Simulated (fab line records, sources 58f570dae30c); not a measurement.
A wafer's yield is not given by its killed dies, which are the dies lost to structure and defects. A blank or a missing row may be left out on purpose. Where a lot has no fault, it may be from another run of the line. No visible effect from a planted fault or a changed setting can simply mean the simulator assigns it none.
fab line records || flow berkeley-cmos170
record: {"lots": 13, "wafers": 39, "last-day": 12}
route steps=331 shown PSD@178
lots that met no fault: taken from a fault-free run of the same line
start-h: the number of hours between the record's first day and the start of the first shown wafer of the lot || wait-h: hours since the lot's step before || " as in the row above || L1.1+2: several wafers, shown together as one row || - no value, or no start given || * or withheld: withheld || < > ~ a bound
route shown NAME@n: a module of which the file shows steps, and the number in the route of the first || usual: mean and standard deviation over wafers with no fault || same: alike in all rows || chamber/n: place in a boat || sites: per-site readings || _std_site: standard deviation of those values || _edge_site: outer sites' mean less inner sites' || radius-mm: how far each site lies from the wafer's centre || mask NAME#n: copy n || behind: the last tool/chamber to shape the wafer || hold: cause of the lot's hold/its duration in hours/its outcome || device: transistor that didn't switch, given as n, p or np || end of line: tests of these same wafers at the route's end || for a step that has no rows: nothing shown but its recipe || killed: dies lost to structure and defects at the first sort, not the wafer's yield || map: per-die view of a wafer (x killed, . not killed, _ where there is no die)
set.NAME: the setting as run; set.NAME@STEP: as run at that earlier step || model.NAME: the simulator's own value behind a step, which no gauge read
steps of the route over a sample of lots; a table a step, a row a wafer
services: the hour from which a tool's chamber was out of use, counted from the record's first day as start-h (under 0 if before that day), plus the number of hours and why
== steps ==
step: UCB170_PSD_EXPOSE_03
recipe: {"mask-id": "PSELECT_MOD", "na": 0.5, "sigma-outer": 0.6, "source-shape": "conventional", "target-cd-nm": 1200, "dose-mj": 30}
usual: {"exposure-dose-mJ-cm2": "30.002/0.029"}
{"lot.wafer": "L131.3", "tool": "krf-scanner-02", "chamber": 0, "start-h": 157.92, "wait-h": 0.4, "mask": "PSELECT_MOD#0", "exposure-dose-mJ-cm2": 29.977}
{"lot.wafer": "L131.5", "tool": "krf-scanner-02", "chamber": 0, "start-h": 157.92, "wait-h": 0.4, "mask": "PSELECT_MOD#0", "exposure-dose-mJ-cm2": 30.027}
{"lot.wafer": "L131.6", "tool": "krf-scanner-02", "chamber": 0, "start-h": 157.92, "wait-h": 0.4, "mask": "PSELECT_MOD#0", "exposure-dose-mJ-cm2": 30.002}
{"lot.wafer": "L130.1", "tool": "krf-scanner-01", "chamber": 0, "start-h": 158.13, "wait-h": 0.5, "mask": "PSELECT_MOD#0", "exposure-dose-mJ-cm2": 29.985}
{"lot.wafer": "L130.2", "tool": "krf-scanner-01", "chamber": 0, "start-h": 158.13, "wait-h": 0.5, "mask": "PSELECT_MOD#0", "exposure-dose-mJ-cm2": 30.060}
{"lot.wafer": "L130.5", "tool": "krf-scanner-01", "chamber": 0, "start-h": 158.13, "wait-h": 0.5, "mask": "PSELECT_MOD#0", "exposure-dose-mJ-cm2": 30.037}
{"lot.wafer": "L132.2", "tool": "krf-scanner-01", "chamber": 0, "start-h": 163.81, "wait-h": 0.1, "mask": "PSELECT_MOD#0", "exposure-dose-mJ-cm2": 30.011}
{"lot.wafer": "L132.3", "tool": "krf-scanner-01", "chamber": 0, "start-h": 163.81, "wait-h": 0.1, "mask": "PSELECT_MOD#0", "exposure-dose-mJ-cm2": 30.010}
{"lot.wafer": "L132.6", "tool": "krf-scanner-01", "chamber": 0, "start-h": 163.81, "wait-h": 0.1, "mask": "PSELECT_MOD#0", "exposure-dose-mJ-cm2": 30.028}
{"lot.wafer": "L136.1", "tool": "krf-scanner-02", "chamber": 0, "start-h": 185.76, "wait-h": 0.2, "mask": "PSELECT_MOD#0", "exposure-dose-mJ-cm2": 26.960}
{"lot.wafer": "L136.3", "tool": "krf-scanner-02", "chamber": 0, "start-h": 185.76, "wait-h": 0.2, "mask": "PSELECT_MOD#0", "exposure-dose-mJ-cm2": 26.990}
{"lot.wafer": "L136.5", "tool": "krf-scanner-02", "chamber": 0, "start-h": 185.76, "wait-h": 0.2, "mask": "PSELECT_MOD#0", "exposure-dose-mJ-cm2": 26.950}
{"lot.wafer": "L137.2", "tool": "krf-scanner-01", "chamber": 0, "start-h": 186.02, "wait-h": 0.5, "mask": "PSELECT_MOD#0", "exposure-dose-mJ-cm2": 30.009}
{"lot.wafer": "L137.3", "tool": "krf-scanner-01", "chamber": 0, "start-h": 186.02, "wait-h": 0.5, "mask": "PSELECT_MOD#0", "exposure-dose-mJ-cm2": 30.016}
{"lot.wafer": "L137.5", "tool": "krf-scanner-01", "chamber": 0, "start-h": 186.02, "wait-h": 0.5, "mask": "PSELECT_MOD#0", "exposure-dose-mJ-cm2": 29.999}
{"lot.wafer": "L142.2", "tool": "krf-scanner-02", "chamber": 0, "start-h": 209.75, "wait-h": 0.2, "mask": "PSELECT_MOD#0", "exposure-dose-mJ-cm2": 27.617}
{"lot.wafer": "L142.4", "tool": "krf-scanner-02", "chamber": 0, "start-h": 209.75, "wait-h": 0.2, "mask": "PSELECT_MOD#0", "exposure-dose-mJ-cm2": 27.636}
{"lot.wafer": "L142.6", "tool": "krf-scanner-02", "chamber": 0, "start-h": 209.75, "wait-h": 0.2, "mask": "PSELECT_MOD#0", "exposure-dose-mJ-cm2": 27.610}
{"lot.wafer": "L143.1", "tool": "krf-scanner-01", "chamber": 0, "start-h": 209.97, "wait-h": 0.3, "mask": "PSELECT_MOD#0", "exposure-dose-mJ-cm2": 30.001}
{"lot.wafer": "L143.3", "tool": "krf-scanner-01", "chamber": 0, "start-h": 209.97, "wait-h": 0.3, "mask": "PSELECT_MOD#0", "exposure-dose-mJ-cm2": 29.990}
{"lot.wafer": "L143.4", "tool": "krf-scanner-01", "chamber": 0, "start-h": 209.97, "wait-h": 0.3, "mask": "PSELECT_MOD#0", "exposure-dose-mJ-cm2": 29.994}
{"lot.wafer": "L146.3", "tool": "krf-scanner-01", "chamber": 0, "start-h": 236.58, "wait-h": 0.2, "mask": "PSELECT_MOD#0", "exposure-dose-mJ-cm2": 30.016}
{"lot.wafer": "L146.4", "tool": "krf-scanner-01", "chamber": 0, "start-h": 236.58, "wait-h": 0.2, "mask": "PSELECT_MOD#0", "exposure-dose-mJ-cm2": 30.029}
{"lot.wafer": "L146.5", "tool": "krf-scanner-01", "chamber": 0, "start-h": 236.58, "wait-h": 0.2, "mask": "PSELECT_MOD#0", "exposure-dose-mJ-cm2": 30.041}
{"lot.wafer": "L147.1", "tool": "krf-scanner-01", "chamber": 0, "start-h": 236.66, "wait-h": 0.4, "mask": "PSELECT_MOD#0", "exposure-dose-mJ-cm2": 30.072}
{"lot.wafer": "L147.3", "tool": "krf-scanner-01", "chamber": 0, "start-h": 236.66, "wait-h": 0.4, "mask": "PSELECT_MOD#0", "exposure-dose-mJ-cm2": 30.022}
{"lot.wafer": "L147.6", "tool": "krf-scanner-01", "chamber": 0, "start-h": 236.66, "wait-h": 0.4, "mask": "PSELECT_MOD#0", "exposure-dose-mJ-cm2": 30.001}
{"lot.wafer": "L149.1", "tool": "krf-scanner-01", "chamber": 0, "start-h": 237.26, "wait-h": 0.5, "mask": "PSELECT_MOD#0", "exposure-dose-mJ-cm2": 29.998}
{"lot.wafer": "L149.2", "tool": "krf-scanner-01", "chamber": 0, "start-h": 237.26, "wait-h": 0.5, "mask": "PSELECT_MOD#0", "exposure-dose-mJ-cm2": 30.010}
{"lot.wafer": "L149.3", "tool": "krf-scanner-01", "chamber": 0, "start-h": 237.26, "wait-h": 0.5, "mask": "PSELECT_MOD#0", "exposure-dose-mJ-cm2": 30.021}
{"lot.wafer": "L150.1", "tool": "krf-scanner-01", "chamber": 0, "start-h": 259.12, "wait-h": 0.1, "mask": "PSELECT_MOD#0", "exposure-dose-mJ-cm2": 30.012}
{"lot.wafer": "L150.2", "tool": "krf-scanner-01", "chamber": 0, "start-h": 259.12, "wait-h": 0.1, "mask": "PSELECT_MOD#0", "exposure-dose-mJ-cm2": 29.970}
{"lot.wafer": "L150.6", "tool": "krf-scanner-01", "chamber": 0, "start-h": 259.12, "wait-h": 0.1, "mask": "PSELECT_MOD#0", "exposure-dose-mJ-cm2": 29.988}
{"lot.wafer": "L151.3", "tool": "krf-scanner-01", "chamber": 0, "start-h": 259.28, "wait-h": 0.2, "mask": "PSELECT_MOD#0", "exposure-dose-mJ-cm2": 30.035}
{"lot.wafer": "L151.5", "tool": "krf-scanner-01", "chamber": 0, "start-h": 259.28, "wait-h": 0.2, "mask": "PSELECT_MOD#0", "exposure-dose-mJ-cm2": 30.013}
{"lot.wafer": "L151.6", "tool": "krf-scanner-01", "chamber": 0, "start-h": 259.28, "wait-h": 0.2, "mask": "PSELECT_MOD#0", "exposure-dose-mJ-cm2": 30.044}
{"lot.wafer": "L152.1", "tool": "krf-scanner-01", "chamber": 0, "start-h": 259.35, "wait-h": 0.3, "mask": "PSELECT_MOD#0", "exposure-dose-mJ-cm2": 30.018}
{"lot.wafer": "L152.4", "tool": "krf-scanner-01", "chamber": 0, "start-h": 259.35, "wait-h": 0.3, "mask": "PSELECT_MOD#0", "exposure-dose-mJ-cm2": 29.982}
{"lot.wafer": "L152.5", "tool": "krf-scanner-01", "chamber": 0, "start-h": 259.35, "wait-h": 0.3, "mask": "PSELECT_MOD#0", "exposure-dose-mJ-cm2": 30.018}
step: UCB170_PSD_CD_MEAS_06
recipe: {"target-cd-nm": 1200}
usual: {"cd-nm": "1199.9/1.3"}
{"lot.wafer": "L131.3", "tool": "cd-sem-01", "chamber": "-", "start-h": 158.39, "wait-h": "-", "cd-nm": 1199.9}
{"lot.wafer": "L131.5", "tool": "cd-sem-01", "chamber": "-", "start-h": 158.39, "wait-h": "-", "cd-nm": 1200.3}
{"lot.wafer": "L131.6", "tool": "cd-sem-01", "chamber": "-", "start-h": 158.39, "wait-h": "-", "cd-nm": 1198.9}
{"lot.wafer": "L130.1", "tool": "cd-sem-01", "chamber": "-", "start-h": 158.64, "wait-h": "-", "cd-nm": 1199.7}
{"lot.wafer": "L130.2", "tool": "cd-sem-01", "chamber": "-", "start-h": 158.64, "wait-h": "-", "cd-nm": 1200.4}
{"lot.wafer": "L130.5", "tool": "cd-sem-01", "chamber": "-", "start-h": 158.64, "wait-h": "-", "cd-nm": 1199.4}
{"lot.wafer": "L132.2", "tool": "cd-sem-01", "chamber": "-", "start-h": 164.20, "wait-h": "-", "cd-nm": 1199.4}
{"lot.wafer": "L132.3", "tool": "cd-sem-01", "chamber": "-", "start-h": 164.20, "wait-h": "-", "cd-nm": 1199.5}
{"lot.wafer": "L132.6", "tool": "cd-sem-01", "chamber": "-", "start-h": 164.20, "wait-h": "-", "cd-nm": 1200.1}
{"lot.wafer": "L136.1", "tool": "cd-sem-02", "chamber": "-", "start-h": 186.15, "wait-h": "-", "cd-nm": 1181.9}
{"lot.wafer": "L136.3", "tool": "cd-sem-02", "chamber": "-", "start-h": 186.15, "wait-h": "-", "cd-nm": 1183.0}
{"lot.wafer": "L136.5", "tool": "cd-sem-02", "chamber": "-", "start-h": 186.15, "wait-h": "-", "cd-nm": 1181.6}
{"lot.wafer": "L137.2", "tool": "cd-sem-01", "chamber": "-", "start-h": 186.42, "wait-h": "-", "cd-nm": 1201.1}
{"lot.wafer": "L137.3", "tool": "cd-sem-01", "chamber": "-", "start-h": 186.42, "wait-h": "-", "cd-nm": 1201.5}
{"lot.wafer": "L137.5", "tool": "cd-sem-01", "chamber": "-", "start-h": 186.42, "wait-h": "-", "cd-nm": 1201.7}
{"lot.wafer": "L142.2", "tool": "cd-sem-01", "chamber": "-", "start-h": 210.14, "wait-h": "-", "cd-nm": 1184.9}
{"lot.wafer": "L142.4", "tool": "cd-sem-01", "chamber": "-", "start-h": 210.14, "wait-h": "-", "cd-nm": 1185.6}
{"lot.wafer": "L142.6", "tool": "cd-sem-01", "chamber": "-", "start-h": 210.14, "wait-h": "-", "cd-nm": 1185.7}
{"lot.wafer": "L143.1", "tool": "cd-sem-01", "chamber": "-", "start-h": 210.36, "wait-h": "-", "cd-nm": 1197.6}
{"lot.wafer": "L143.3", "tool": "cd-sem-01", "chamber": "-", "start-h": 210.36, "wait-h": "-", "cd-nm": 1198.0}
{"lot.wafer": "L143.4", "tool": "cd-sem-01", "chamber": "-", "start-h": 210.36, "wait-h": "-", "cd-nm": 1198.4}
{"lot.wafer": "L146.3", "tool": "cd-sem-01", "chamber": "-", "start-h": 236.97, "wait-h": "-", "cd-nm": 1201.3}
{"lot.wafer": "L146.4", "tool": "cd-sem-01", "chamber": "-", "start-h": 236.97, "wait-h": "-", "cd-nm": 1201.8}
{"lot.wafer": "L146.5", "tool": "cd-sem-01", "chamber": "-", "start-h": 236.97, "wait-h": "-", "cd-nm": 1202.5}
{"lot.wafer": "L147.1", "tool": "cd-sem-02", "chamber": "-", "start-h": 237.14, "wait-h": "-", "cd-nm": 1200.8}
{"lot.wafer": "L147.3", "tool": "cd-sem-02", "chamber": "-", "start-h": 237.14, "wait-h": "-", "cd-nm": 1201.7}
{"lot.wafer": "L147.6", "tool": "cd-sem-02", "chamber": "-", "start-h": 237.14, "wait-h": "-", "cd-nm": 1199.2}
{"lot.wafer": "L149.1", "tool": "cd-sem-01", "chamber": "-", "start-h": 237.65, "wait-h": "-", "cd-nm": 1198.2}
{"lot.wafer": "L149.2", "tool": "cd-sem-01", "chamber": "-", "start-h": 237.65, "wait-h": "-", "cd-nm": 1198.9}
{"lot.wafer": "L149.3", "tool": "cd-sem-01", "chamber": "-", "start-h": 237.65, "wait-h": "-", "cd-nm": 1199.5}
{"lot.wafer": "L150.1", "tool": "cd-sem-02", "chamber": "-", "start-h": 259.51, "wait-h": "-", "cd-nm": 1200.6}
{"lot.wafer": "L150.2", "tool": "cd-sem-02", "chamber": "-", "start-h": 259.51, "wait-h": "-", "cd-nm": 1201.0}
{"lot.wafer": "L150.6", "tool": "cd-sem-02", "chamber": "-", "start-h": 259.51, "wait-h": "-", "cd-nm": 1200.3}
{"lot.wafer": "L151.3", "tool": "cd-sem-01", "chamber": "-", "start-h": 259.67, "wait-h": "-", "cd-nm": 1199.0}
{"lot.wafer": "L151.5", "tool": "cd-sem-01", "chamber": "-", "start-h": 259.67, "wait-h": "-", "cd-nm": 1199.8}
{"lot.wafer": "L151.6", "tool": "cd-sem-01", "chamber": "-", "start-h": 259.67, "wait-h": "-", "cd-nm": 1198.3}
{"lot.wafer": "L152.1", "tool": "cd-sem-02", "chamber": "-", "start-h": 259.79, "wait-h": "-", "cd-nm": 1199.8}
{"lot.wafer": "L152.4", "tool": "cd-sem-02", "chamber": "-", "start-h": 259.79, "wait-h": "-", "cd-nm": 1199.5}
{"lot.wafer": "L152.5", "tool": "cd-sem-02", "chamber": "-", "start-h": 259.79, "wait-h": "-", "cd-nm": 1200.1}
== services ==
{"tool": "krf-scanner-02", "chamber": "-", "start-h": 135.46, "hours": 3.0, "kind": "repair"}
{"tool": "krf-scanner-01", "chamber": "-", "start-h": 146.69, "hours": 0.6, "kind": "repair"}
{"tool": "krf-scanner-01", "chamber": "-", "start-h": 175.04, "hours": 1.3, "kind": "pm"}
{"tool": "krf-scanner-02", "chamber": "-", "start-h": 186.02, "hours": 1.2, "kind": "repair"}
{"tool": "krf-scanner-02", "chamber": "-", "start-h": 199.91, "hours": 0.8, "kind": "pm"}
{"tool": "krf-scanner-02", "chamber": "-", "start-h": 248.78, "hours": 1.3, "kind": "pm"}
{"tool": "krf-scanner-02", "chamber": "-", "start-h": 257.42, "hours": 1.0, "kind": "pm"}
{"tool": "krf-scanner-02", "chamber": "-", "start-h": 258.51, "hours": 3.6, "kind": "pm"}
== key ==
first-sign: {"step": "UCB170_PSD_EXPOSE_03", "reading": "exposure-dose-mJ-cm2", "direction": "down", "sigmas": 94, "usual": 30.002, "struck": 27.294}
effect: {"step": "UCB170_PSD_CD_MEAS_06", "reading": "cd-nm", "direction": "down", "sigmas": 12, "usual": 1199.9, "struck": 1183.8, "through": "control-loop"}
met-at UCB170_PSD_EXPOSE_03
struck-lots L136,L142
sort-left-out L142.2,L142.4,L142.6
tester-left-out L136,L142
loop-trim: {"step": "UCB170_PSD_EXPOSE_03", "setting": "dose", "lots": "L142"}
onset-between 157.92 185.76
fault: {"kind": "process-parameter-drift", "tool": "krf-scanner-02", "chamber": "-", "onset-h": 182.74, "steps": "UCB170_PSD_EXPOSE_03", "channel": "dose-mj", "offset": -2.9933, "shape": "step", "acts-in": "these-recipes-only", "stated": 30}
tester-left-out: of these lots the tester's yield and bins aren't shown, on N5 and GAA mostly nor the transistor test; their killed dies are dies lost to structure and defects alone, not to doping, threshold or leakage, so they don't give the yield
sort-left-out: the simulated sort isn't trusted on such a fault, so these wafers' sort isn't shown, and their yield isn't known
loop-trim: a control loop set the setting to another value than it would have without faults
